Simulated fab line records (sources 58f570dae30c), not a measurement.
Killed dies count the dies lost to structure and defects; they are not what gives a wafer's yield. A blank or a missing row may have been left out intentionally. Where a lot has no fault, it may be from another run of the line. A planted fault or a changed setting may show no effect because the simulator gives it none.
Which tool did it? || flow berkeley-cmos170 || 15 lots, 45 wafers sampled, at 6 steps of a route of 331

WHAT THE GAUGES SHOWED, per wafer
UCB170_V1_BOW_MEAS_03. Usual: for V1_BOW the level is 20 um and the standard deviation is 6.3.
{"lot": "L324", "measured": "day 6 18:45", "on": "film-metro-02", "V1_BOW (um)": "22 26 27", "flag": ""}
{"lot": "L327", "measured": "day 7 20:49", "on": "film-metro-02", "V1_BOW (um)": "21 32 20", "flag": ""}
{"lot": "L328", "measured": "day 7 21:07", "on": "film-metro-04", "V1_BOW (um)": "23 23 11", "flag": ""}
{"lot": "L326", "measured": "day 7 21:26", "on": "film-metro-03", "V1_BOW (um)": "15 17 20", "flag": ""}
{"lot": "L329", "measured": "day 8 06:43", "on": "film-metro-04", "V1_BOW (um)": "20 19 21", "flag": ""}
{"lot": "L332", "measured": "day 8 20:55", "on": "film-metro-02", "V1_BOW (um)": "26 21 21", "flag": ""}
{"lot": "L330", "measured": "day 8 20:56", "on": "film-metro-04", "V1_BOW (um)": "23 10 17", "flag": ""}
{"lot": "L331", "measured": "day 9 06:31", "on": "film-metro-03", "V1_BOW (um)": "23 24 31", "flag": ""}
{"lot": "L333", "measured": "day 9 06:34", "on": "film-metro-02", "V1_BOW (um)": "20 27 25", "flag": ""}
{"lot": "L336", "measured": "day 10 15:19", "on": "film-metro-02", "V1_BOW (um)": "13 22 14", "flag": ""}
{"lot": "L338", "measured": "day 11 00:34", "on": "film-metro-04", "V1_BOW (um)": "20 17 32", "flag": ""}
{"lot": "L337", "measured": "day 11 00:53", "on": "film-metro-02", "V1_BOW (um)": "14 22 21", "flag": ""}
{"lot": "L339", "measured": "day 11 01:10", "on": "film-metro-04", "V1_BOW (um)": "21 18 27", "flag": ""}
{"lot": "L344", "measured": "day 12 00:38", "on": "film-metro-04", "V1_BOW (um)": "30 31 10", "flag": ""}
{"lot": "L343", "measured": "day 12 00:58", "on": "film-metro-04", "V1_BOW (um)": "21 10 11", "flag": ""}

UCB170_V2_CD_MEAS_90: the cd target is 700 nm. Usual: cd-nm reads 699.4 nm (standard deviation 1.3).
{"lot": "L324", "measured": "day 7 01:48", "on": "cd-sem-02", "cd-nm (nm)": "699.4 699.7 699.0", "flag": ""}
{"lot": "L327", "measured": "day 8 05:34", "on": "cd-sem-01", "cd-nm (nm)": "698.5 698.2 698.1", "flag": ""}
{"lot": "L328", "measured": "day 8 05:56", "on": "cd-sem-01", "cd-nm (nm)": "702.3 702.1 702.7", "flag": ""}
{"lot": "L326", "measured": "day 8 05:45", "on": "cd-sem-02", "cd-nm (nm)": "700.3 700.7 699.6", "flag": ""}
{"lot": "L329", "measured": "day 8 14:22", "on": "cd-sem-02", "cd-nm (nm)": "698.9 699.4 700.2", "flag": ""}
{"lot": "L332", "measured": "day 9 04:23", "on": "cd-sem-02", "cd-nm (nm)": "699.0 697.4 699.4", "flag": ""}
{"lot": "L330", "measured": "day 9 03:52", "on": "cd-sem-02", "cd-nm (nm)": "698.9 699.6 700.0", "flag": ""}
{"lot": "L331", "measured": "day 9 14:58", "on": "cd-sem-02", "cd-nm (nm)": "697.4 697.7 698.7", "flag": ""}
{"lot": "L333", "measured": "day 9 15:13", "on": "cd-sem-02", "cd-nm (nm)": "699.0 699.1 699.1", "flag": ""}
{"lot": "L336", "measured": "day 11 00:20", "on": "cd-sem-02", "cd-nm (nm)": "698.4 699.1 698.9", "flag": ""}
{"lot": "L338", "measured": "day 11 09:25", "on": "cd-sem-02", "cd-nm (nm)": "699.8 701.0 700.3", "flag": ""}
{"lot": "L337", "measured": "day 11 11:09", "on": "cd-sem-02", "cd-nm (nm)": "701.3 701.6 699.9", "flag": ""}
{"lot": "L339", "measured": "day 11 11:11", "on": "cd-sem-01", "cd-nm (nm)": "698.2 698.9 697.6", "flag": ""}
{"lot": "L344", "measured": "day 12 09:56", "on": "cd-sem-02", "cd-nm (nm)": "699.1 698.4 699.7", "flag": ""}
{"lot": "L343", "measured": "day 12 09:48", "on": "cd-sem-02", "cd-nm (nm)": "701.4 700.7 700.6", "flag": ""}

UCB170_M3_RS_MEAS_02: the measuring method here is four-point-probe. Usual: for M3_AL_RS the level is 0.0315 ohm/sq and the standard deviation is 0.00028.
{"lot": "L324", "measured": "day 7 02:04", "on": "film-metro-01", "M3_AL_RS (ohm/sq)": "0.03199 0.03169 0.03172", "flag": ""}
{"lot": "L327", "measured": "day 8 05:50", "on": "film-metro-03", "M3_AL_RS (ohm/sq)": "0.03151 0.03164 0.0314", "flag": ""}
{"lot": "L328", "measured": "day 8 06:12", "on": "film-metro-04", "M3_AL_RS (ohm/sq)": "0.03192 0.03198 0.03154", "flag": ""}
{"lot": "L326", "measured": "day 8 06:01", "on": "film-metro-01", "M3_AL_RS (ohm/sq)": "0.03146 0.03176 0.03167", "flag": ""}
{"lot": "L329", "measured": "day 8 14:38", "on": "film-metro-04", "M3_AL_RS (ohm/sq)": "0.03159 0.03144 0.03135", "flag": ""}
{"lot": "L332", "measured": "day 9 04:40", "on": "film-metro-01", "M3_AL_RS (ohm/sq)": "0.03142 0.03136 0.03125", "flag": ""}
{"lot": "L330", "measured": "day 9 04:08", "on": "film-metro-01", "M3_AL_RS (ohm/sq)": "0.03148 0.03122 0.03137", "flag": ""}
{"lot": "L331", "measured": "day 9 15:14", "on": "film-metro-01", "M3_AL_RS (ohm/sq)": "0.03162 0.03177 0.03181", "flag": ""}
{"lot": "L333", "measured": "day 9 15:29", "on": "film-metro-03", "M3_AL_RS (ohm/sq)": "0.03162 0.03167 0.03157", "flag": ""}
{"lot": "L336", "measured": "day 11 00:36", "on": "film-metro-01", "M3_AL_RS (ohm/sq)": "0.03157 0.0315 0.03156", "flag": ""}
{"lot": "L338", "measured": "day 11 09:41", "on": "film-metro-04", "M3_AL_RS (ohm/sq)": "0.03123 0.03135 0.03113", "flag": ""}
{"lot": "L337", "measured": "day 11 11:25", "on": "film-metro-03", "M3_AL_RS (ohm/sq)": "0.03138 0.03135 0.03142", "flag": ""}
{"lot": "L339", "measured": "day 11 11:42", "on": "film-metro-04", "M3_AL_RS (ohm/sq)": "0.01561 0.01565 0.01558", "flag": "OFF"}
{"lot": "L344", "measured": "day 12 10:28", "on": "film-metro-04", "M3_AL_RS (ohm/sq)": "0.01576 0.01586 0.01572", "flag": "OFF"}
{"lot": "L343", "measured": "day 12 10:23", "on": "film-metro-03", "M3_AL_RS (ohm/sq)": "0.01585 0.01579 0.0158", "flag": "OFF"}

UCB170_M3_THK_MEAS_03: measures by xrf. Usual: for M3_AL_THK the level is 929 nm and the standard deviation is 7.6.
{"lot": "L324", "measured": "day 7 02:11", "on": "film-metro-01", "M3_AL_THK (nm)": "915 920 920", "flag": ""}
{"lot": "L327", "measured": "day 8 05:58", "on": "film-metro-03", "M3_AL_THK (nm)": "926 928 929", "flag": ""}
{"lot": "L328", "measured": "day 8 06:19", "on": "film-metro-04", "M3_AL_THK (nm)": "923 916 928", "flag": ""}
{"lot": "L326", "measured": "day 8 06:08", "on": "film-metro-01", "M3_AL_THK (nm)": "928 927 919", "flag": ""}
{"lot": "L329", "measured": "day 8 14:45", "on": "film-metro-04", "M3_AL_THK (nm)": "925 933 938", "flag": ""}
{"lot": "L332", "measured": "day 9 04:47", "on": "film-metro-01", "M3_AL_THK (nm)": "931 931 933", "flag": ""}
{"lot": "L330", "measured": "day 9 04:14", "on": "film-metro-01", "M3_AL_THK (nm)": "922 934 930", "flag": ""}
{"lot": "L331", "measured": "day 9 15:21", "on": "film-metro-01", "M3_AL_THK (nm)": "921 917 921", "flag": ""}
{"lot": "L333", "measured": "day 9 15:35", "on": "film-metro-03", "M3_AL_THK (nm)": "934 922 930", "flag": ""}
{"lot": "L336", "measured": "day 11 00:43", "on": "film-metro-01", "M3_AL_THK (nm)": "925 925 927", "flag": ""}
{"lot": "L338", "measured": "day 11 09:48", "on": "film-metro-04", "M3_AL_THK (nm)": "935 939 939", "flag": ""}
{"lot": "L337", "measured": "day 11 11:32", "on": "film-metro-03", "M3_AL_THK (nm)": "932 935 930", "flag": ""}
{"lot": "L339", "measured": "day 11 11:49", "on": "film-metro-04", "M3_AL_THK (nm)": "1862 1871 1870", "flag": "OFF"}
{"lot": "L344", "measured": "day 12 10:35", "on": "film-metro-04", "M3_AL_THK (nm)": "1855 1836 1854", "flag": "OFF"}
{"lot": "L343", "measured": "day 12 10:29", "on": "film-metro-03", "M3_AL_THK (nm)": "1844 1854 1853", "flag": "OFF"}

WHICH TOOL RAN EACH LOT (tool, then ch and the chambers of the sampled wafers, then the start)
{"lot": "L324", "UCB170_V2_CMP_02": "cmp-01 ch 0,1,2, day 6 23:54", "UCB170_M3_SPUTTER_01": "pvd-sputter-02, day 7 01:58"}
{"lot": "L327", "UCB170_V2_CMP_02": "cmp-01 ch 0,1, day 8 02:52", "UCB170_M3_SPUTTER_01": "pvd-sputter-02, day 8 05:46"}
{"lot": "L328", "UCB170_V2_CMP_02": "cmp-01 ch 0,1,3, day 8 03:13", "UCB170_M3_SPUTTER_01": "pvd-sputter-04, day 8 06:07"}
{"lot": "L326", "UCB170_V2_CMP_02": "cmp-01 ch 1,2,3, day 8 03:25", "UCB170_M3_SPUTTER_01": "pvd-sputter-01, day 8 05:55"}
{"lot": "L329", "UCB170_V2_CMP_02": "cmp-01 ch 0,1,2, day 8 12:14", "UCB170_M3_SPUTTER_01": "pvd-sputter-04, day 8 14:33"}
{"lot": "L332", "UCB170_V2_CMP_02": "cmp-01 ch 0,2, day 9 02:14", "UCB170_M3_SPUTTER_01": "pvd-sputter-01, day 9 04:35"}
{"lot": "L330", "UCB170_V2_CMP_02": "cmp-02 ch 0,2,3, day 9 01:40", "UCB170_M3_SPUTTER_01": "pvd-sputter-04, day 9 04:02"}
{"lot": "L331", "UCB170_V2_CMP_02": "cmp-01 ch 0,3, day 9 11:27", "UCB170_M3_SPUTTER_01": "pvd-sputter-04, day 9 15:08"}
{"lot": "L333", "UCB170_V2_CMP_02": "cmp-02 ch 0,1,3, day 9 11:48", "UCB170_M3_SPUTTER_01": "pvd-sputter-01, day 9 15:22"}
{"lot": "L336", "UCB170_V2_CMP_02": "cmp-02 ch 0,1,3, day 10 21:53", "UCB170_M3_SPUTTER_01": "pvd-sputter-02, day 11 00:31"}
{"lot": "L338", "UCB170_V2_CMP_02": "cmp-01 ch 1,2,3, day 11 06:30", "UCB170_M3_SPUTTER_01": "pvd-sputter-02, day 11 09:36"}
{"lot": "L337", "UCB170_V2_CMP_02": "cmp-02 ch 0,1,2, day 11 07:52", "UCB170_M3_SPUTTER_01": "pvd-sputter-01, day 11 11:19"}
{"lot": "L339", "UCB170_V2_CMP_02": "cmp-01 ch 1,2,3, day 11 08:16", "UCB170_M3_SPUTTER_01": "pvd-sputter-04, day 11 11:22"}
{"lot": "L344", "UCB170_V2_CMP_02": "cmp-01 ch 1,2,3, day 12 06:43", "UCB170_M3_SPUTTER_01": "pvd-sputter-04, day 12 10:08"}
{"lot": "L343", "UCB170_V2_CMP_02": "cmp-02 ch 0,1,2, day 12 06:42", "UCB170_M3_SPUTTER_01": "pvd-sputter-02, day 12 09:57"}
- UCB170_V2_CMP_02: polishes SiO2.
- UCB170_M3_SPUTTER_01: material Al, target thk 900 nm, time 120 s.

AS READ BY THE TOOLS THEMSELVES (means over the sampled wafers that have a number; for cases with no such wafer, the mark the record gives instead)
UCB170_V2_CMP_02. Usual: motor-current-A reads 17.4 A (standard deviation 1.4).
{"lot": "L324", "tool": "cmp-01", "motor-current-A (A)": 17.4, "flag": ""}
{"lot": "L327", "tool": "cmp-01", "motor-current-A (A)": 17.6, "flag": ""}
{"lot": "L328", "tool": "cmp-01", "motor-current-A (A)": 17.3, "flag": ""}
{"lot": "L326", "tool": "cmp-01", "motor-current-A (A)": 17.1, "flag": ""}
{"lot": "L329", "tool": "cmp-01", "motor-current-A (A)": 17.8, "flag": ""}
{"lot": "L332", "tool": "cmp-01", "motor-current-A (A)": 17.1, "flag": ""}
{"lot": "L330", "tool": "cmp-02", "motor-current-A (A)": 17.7, "flag": ""}
{"lot": "L331", "tool": "cmp-01", "motor-current-A (A)": 15.8, "flag": ""}
{"lot": "L333", "tool": "cmp-02", "motor-current-A (A)": 17.8, "flag": ""}
{"lot": "L336", "tool": "cmp-02", "motor-current-A (A)": 17.5, "flag": ""}
{"lot": "L338", "tool": "cmp-01", "motor-current-A (A)": 16.6, "flag": ""}
{"lot": "L337", "tool": "cmp-02", "motor-current-A (A)": 17.0, "flag": ""}
{"lot": "L339", "tool": "cmp-01", "motor-current-A (A)": 16.9, "flag": ""}
{"lot": "L344", "tool": "cmp-01", "motor-current-A (A)": 16.2, "flag": ""}
{"lot": "L343", "tool": "cmp-02", "motor-current-A (A)": 17.2, "flag": ""}

UCB170_M3_SPUTTER_01. Usual: throttle-valve-pct reads 30.2 % (standard deviation 1.4).
{"lot": "L324", "tool": "pvd-sputter-02", "throttle-valve-pct (%)": 30.6, "flag": ""}
{"lot": "L327", "tool": "pvd-sputter-02", "throttle-valve-pct (%)": 29.6, "flag": ""}
{"lot": "L328", "tool": "pvd-sputter-04", "throttle-valve-pct (%)": 29.4, "flag": ""}
{"lot": "L326", "tool": "pvd-sputter-01", "throttle-valve-pct (%)": 31.3, "flag": ""}
{"lot": "L329", "tool": "pvd-sputter-04", "throttle-valve-pct (%)": 29.9, "flag": ""}
{"lot": "L332", "tool": "pvd-sputter-01", "throttle-valve-pct (%)": 31.2, "flag": ""}
{"lot": "L330", "tool": "pvd-sputter-04", "throttle-valve-pct (%)": 30.0, "flag": ""}
{"lot": "L331", "tool": "pvd-sputter-04", "throttle-valve-pct (%)": 30.8, "flag": ""}
{"lot": "L333", "tool": "pvd-sputter-01", "throttle-valve-pct (%)": 30.1, "flag": ""}
{"lot": "L336", "tool": "pvd-sputter-02", "throttle-valve-pct (%)": 30.6, "flag": ""}
{"lot": "L338", "tool": "pvd-sputter-02", "throttle-valve-pct (%)": 30.7, "flag": ""}
{"lot": "L337", "tool": "pvd-sputter-01", "throttle-valve-pct (%)": 30.5, "flag": ""}
{"lot": "L339", "tool": "pvd-sputter-04", "throttle-valve-pct (%)": 28.5, "flag": ""}
{"lot": "L344", "tool": "pvd-sputter-04", "throttle-valve-pct (%)": 29.5, "flag": ""}
{"lot": "L343", "tool": "pvd-sputter-02", "throttle-valve-pct (%)": 31.1, "flag": ""}

THE ANSWER, worked out from the rows above alone
Rule: a lot is off if the mean of its wafers that have a number lies more than 3 standard deviations from the usual mean. Also off: a lot with no number at a reading for which 4 or more lots have one. Any other lot the step has rows for is counted as sound. First the gauges in route order, then the tools' own readings, where a lot's mean is used as printed above. At the first step where some lot is off, the reading lying furthest off is the one used; lots without a number count as furthest.
Off: L339, L344, L343, seen at UCB170_M3_RS_MEAS_02 (M3_AL_RS).
If a tool, at a process step before that reading, ran all the lots that are off and no sound lot after the first of them, it fits. Those tools and the gauges at UCB170_M3_RS_MEAS_02 are tried in the same way. No candidate that was tried fits.

WHAT THE SIMULATOR HAD INSERTED
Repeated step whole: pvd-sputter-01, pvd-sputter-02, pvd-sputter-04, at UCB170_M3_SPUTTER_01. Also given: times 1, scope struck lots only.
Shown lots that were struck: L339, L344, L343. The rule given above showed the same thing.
